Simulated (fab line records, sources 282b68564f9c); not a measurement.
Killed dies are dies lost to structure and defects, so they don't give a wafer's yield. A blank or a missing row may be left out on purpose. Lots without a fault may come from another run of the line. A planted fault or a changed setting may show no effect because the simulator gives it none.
Problem report in the 8D (eight disciplines) form, filled by code | flow rit_cmos | the parts of the form that need people (team, actions taken, sign-off) are left out

1. THE PROBLEM
M1_AL_RS at RIT_M1_RS_MEAS_01 reads a mean of 0.0498 ohm/sq on 2 wafers of 2 lots; wafers without a fault read 0.0737 ohm/sq with a standard deviation of 0.00088. That is -27 standard deviations from the usual mean.
The step: measures by four-point-probe.
First seen on wafer L480.4, day 4 22:38, on film_metro-02. The record holds 42 wafers of 14 lots with a number at this step. Rule for "out", or "out of limits": more than 4 standard deviations from the usual mean. The other wafers with a number count as sound.

2. WHAT IT IS AND WHAT IT IS NOT
question                    | is               | is not
which readings at this step | M1_AL_RS         | -
which lots                  | L480, L482       | L472, L474, L475, L476, L477, L479, L481, L484, L490, L493, L494, L495
which wafers of those lots  | L480.4, L482.3   | L480.5, L480.6, L482.1, L482.2
read on which gauges        | film_metro-02    | film_metro-03, film_metro-04
when                        | from day 4 22:38 | up to then (20 sound wafers); but 20 sound wafers of L481, L482, L484, L490, L493, L494, L495 came after

3. SUSPECTS, AND WHAT RULES EACH OUT
Counting: a tool at a process step up to the reading stays a suspect if it ran every lot that is out. Sound lots after the first of them don't rule it out here, since some wafers of a struck lot are sound.
- the gauge at RIT_M1_RS_MEAS_01: ruled out. All the wafers that are out were read on film_metro-02, but those of them that RIT_M1_METAL_ETCH_12 has rows for are out there too, on other tools.
- pvd_sputter-03 at RIT_M1_SPUTTER_00 (material Al, target thk 400 nm, time 500 s): kept. It ran every lot that is out, first L480 (day 4 22:26); its last sound lot up to then is L479 (day 4 16:32).
Left after counting: pvd_sputter-03 at RIT_M1_SPUTTER_00.

4. THE CAUSE (what the simulator had put in)
Process parameter drift: pvd_sputter-03, from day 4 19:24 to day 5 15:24, at RIT_M1_SPUTTER_00. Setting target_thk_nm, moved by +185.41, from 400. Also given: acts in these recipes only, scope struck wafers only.
Counting left only this tool.

5. THE CHAIN OF EFFECTS, in route order
Each row: a reading whose mean over the struck wafers that have a number lies more than 3 standard deviations from the usual. Only readings for which the record gives a usual standard deviation are gone through. hours: the time from each lot's start at the first step in this table that gives one to its start at this step, as a median over the lots. sigmas: the change in usual standard deviations.
hours | step                 | reading              | usual         | on struck wafers | change  | sigmas
0     | RIT_M1_RS_MEAS_01    | M1_AL_RS             | 0.0737 ohm/sq | 0.0498           | -0.0239 | -27
0     | RIT_M1_THK_MEAS_02   | M1_AL_THK            | 408 nm        | 599              | +191    | +38
1     | RIT_M1_METAL_ETCH_12 | oes_product_au       | 0.773 a.u.    | 0.968            | +0.195  | +18
5     | RIT_M1_PROBE_99      | defect_limited_yield | 97.3 %        | 39.8             | -57.5   | -52
5     | RIT_M1_PROBE_99      | killed_at_M0_to_M3   | 0.0           | 147.0            | +147.0  | +99 or more
5     | RIT_M1_PROBE_99      | killed_dies          | 7.3           | 159.0            | +151.7  | +51
5     | RIT_M1_PROBE_99      | killed_on_rim        | 1.9           | 55.5             | +53.6   | +41
The process steps in it:
- RIT_M1_METAL_ETCH_12: etches Al in Cl2/BCl3, stops on SiO2, time 165 s, target depth 600 nm.
- RIT_M1_PROBE_99

6. WHAT WOULD HAVE CAUGHT IT SOONER
In this record the first reading out of limits at a measuring or inspecting step was taken at day 4 22:38, 3 hours after the fault began at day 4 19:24.
Of the tool readings at RIT_M1_SPUTTER_00 for which the record gives a usual standard deviation, none was out on any struck wafer, so an alarm limit of 4 standard deviations on them would not have fired.
Of the lots that are out (2), L482 began RIT_M1_SPUTTER_00 on pvd_sputter-03 after day 4 22:38. A hold on the tool at that time would have spared it.
